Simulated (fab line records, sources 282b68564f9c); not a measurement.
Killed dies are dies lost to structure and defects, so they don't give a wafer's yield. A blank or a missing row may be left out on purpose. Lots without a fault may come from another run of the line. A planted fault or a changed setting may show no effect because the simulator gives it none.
Which tool did it? | flow rit_cmos | 13 lots, 39 wafers sampled, at 4 steps of a route of 202

WHAT THE GAUGES READ, wafer by wafer
RIT_NLDD_OVL_MEAS_06. Usual: NLDD_OVL -0.3 nm, standard deviation 2.2.
lot  | measured    | on         | NLDD_OVL (nm)  | flag
L207 | day 2 19:34 | overlay-01 | 2.9 2.7 3.1    |
L210 | day 3 14:01 | overlay-01 | - - -          | OFF
L220 | day 5 14:38 | overlay-01 | -0.4 -0.1 0.7  |
L221 | day 5 18:55 | overlay-02 | -4.5 -2.8 -4.8 |
L222 | day 5 21:36 | overlay-02 | 1.6 1.6 3.0    |
L223 | day 6 03:16 | overlay-01 | -5.3 -5.3 -2.6 |
L224 | day 6 09:06 | overlay-02 | 4.0 4.0 4.7    |
L225 | day 6 16:02 | overlay-01 | -0.1 0.0 -1.5  |
L226 | day 6 20:49 | overlay-02 | 0.3 -4.7 -2.1  |
L227 | day 6 23:29 | overlay-01 | -0.4 0.7 0.0   |
L228 | day 7 09:03 | overlay-02 | 0.8 -1.6 -1.2  |
L229 | day 7 09:17 | overlay-01 | 2.6 1.4 3.1    |
L230 | day 7 16:37 | overlay-01 | -1.8 -1.1 0.4  |

RIT_NLDD_TW_MEAS_10. Usual: NLDD_TW 2491, standard deviation 13.
lot  | measured    | on            | NLDD_TW        | flag
L207 | day 2 20:05 | film_metro-02 | 2482 2488 2506 |
L210 | day 3 14:32 | film_metro-02 | 30 30 30       | OFF
L220 | day 5 15:11 | film_metro-03 | 2479 2484 2489 |
L221 | day 5 19:25 | film_metro-03 | 2481 2488 2487 |
L222 | day 5 22:20 | film_metro-02 | 2485 2479 2485 |
L223 | day 6 03:47 | film_metro-04 | 2501 2488 2501 |
L224 | day 6 09:37 | film_metro-03 | 2491 2492 2485 |
L225 | day 6 16:46 | film_metro-02 | 2487 2489 2503 |
L226 | day 6 21:19 | film_metro-04 | 2500 2494 2494 |
L227 | day 7 00:00 | film_metro-03 | 2490 2478 2478 |
L228 | day 7 09:34 | film_metro-03 | 2490 2502 2483 |
L229 | day 7 09:48 | film_metro-03 | 2482 2485 2491 |
L230 | day 7 17:07 | film_metro-04 | 2493 2511 2512 |

RIT_PLDD_TW_MEAS_10. Usual: PLDD_TW 2348, standard deviation 13.
lot  | measured    | on            | PLDD_TW        | flag
L207 | day 2 21:37 | film_metro-02 | 2352 2342 2337 |
L210 | day 3 15:58 | film_metro-03 | 2858 2875 2855 | OFF
L220 | day 5 16:46 | film_metro-04 | 2345 2353 2345 |
L221 | day 5 20:59 | film_metro-04 | 2345 2349 2349 |
L222 | day 5 23:52 | film_metro-02 | 2350 2338 2338 |
L223 | day 6 05:12 | film_metro-03 | 2341 2330 2332 |
L224 | day 6 11:29 | film_metro-02 | 2354 2336 2354 |
L225 | day 6 18:11 | film_metro-02 | 2342 2359 2343 |
L226 | day 6 22:44 | film_metro-03 | 2331 2347 2343 |
L227 | day 7 01:32 | film_metro-03 | 2338 2336 2341 |
L228 | day 7 11:11 | film_metro-04 | 2377 2369 2362 |
L229 | day 7 11:22 | film_metro-03 | 2337 2346 2331 |
L230 | day 7 18:34 | film_metro-04 | 2365 2353 2366 |

WHICH TOOL RAN EACH LOT (tool, then ch and the chambers of the sampled wafers, then the start)
lot  | RIT_NLDD_EXPOSE_03
L207 | iline_stepper-02 ch 0, day 2 19:11
L210 | iline_stepper-01 ch 0, day 3 13:38
L220 | iline_stepper-01 ch 0, day 5 14:14
L221 | iline_stepper-01 ch 0, day 5 18:31
L222 | iline_stepper-02 ch 0, day 5 21:12
L223 | iline_stepper-01 ch 0, day 6 02:52
L224 | iline_stepper-02 ch 0, day 6 08:43
L225 | iline_stepper-01 ch 0, day 6 15:38
L226 | iline_stepper-01 ch 0, day 6 20:25
L227 | iline_stepper-02 ch 0, day 6 23:05
L228 | iline_stepper-01 ch 0, day 7 08:40
L229 | iline_stepper-02 ch 0, day 7 08:53
L230 | iline_stepper-01 ch 0, day 7 16:13
- RIT_NLDD_EXPOSE_03: exposes mask M7, target cd 40700 nm.

WHAT THE TOOLS THEMSELVES READ (means of the sampled wafers that have a number; where no wafer has one, the mark that the record gives instead)
The record holds no such reading with a usual standard deviation.

THE ANSWER, worked out from the rows above alone
Rule: a lot is off if the mean of its wafers that have a number lies more than 3 standard deviations from the usual mean. A lot without any number at a reading at which 4 lots or more have one is off too. The other lots that the step has rows for count as sound. The gauges are gone through in route order, then the tools' own readings, and for those a lot's mean is taken as printed above. The first step at which some lot is off is used, and at that step the reading that is off furthest; a lot without a number counts as furthest.
Off: L210, at RIT_NLDD_OVL_MEAS_06 (NLDD_OVL). Without a number there: L210.
A tool fits if, at a process step before that reading, it ran every lot that is off, and no sound lot after the first of them. The gauges at RIT_NLDD_OVL_MEAS_06 aren't tried: what is off there is off at RIT_NLDD_TW_MEAS_10 too, on other tools, and a gauge's error can't cause that. None of those tried fits.

WHAT THE SIMULATOR HAD PUT IN
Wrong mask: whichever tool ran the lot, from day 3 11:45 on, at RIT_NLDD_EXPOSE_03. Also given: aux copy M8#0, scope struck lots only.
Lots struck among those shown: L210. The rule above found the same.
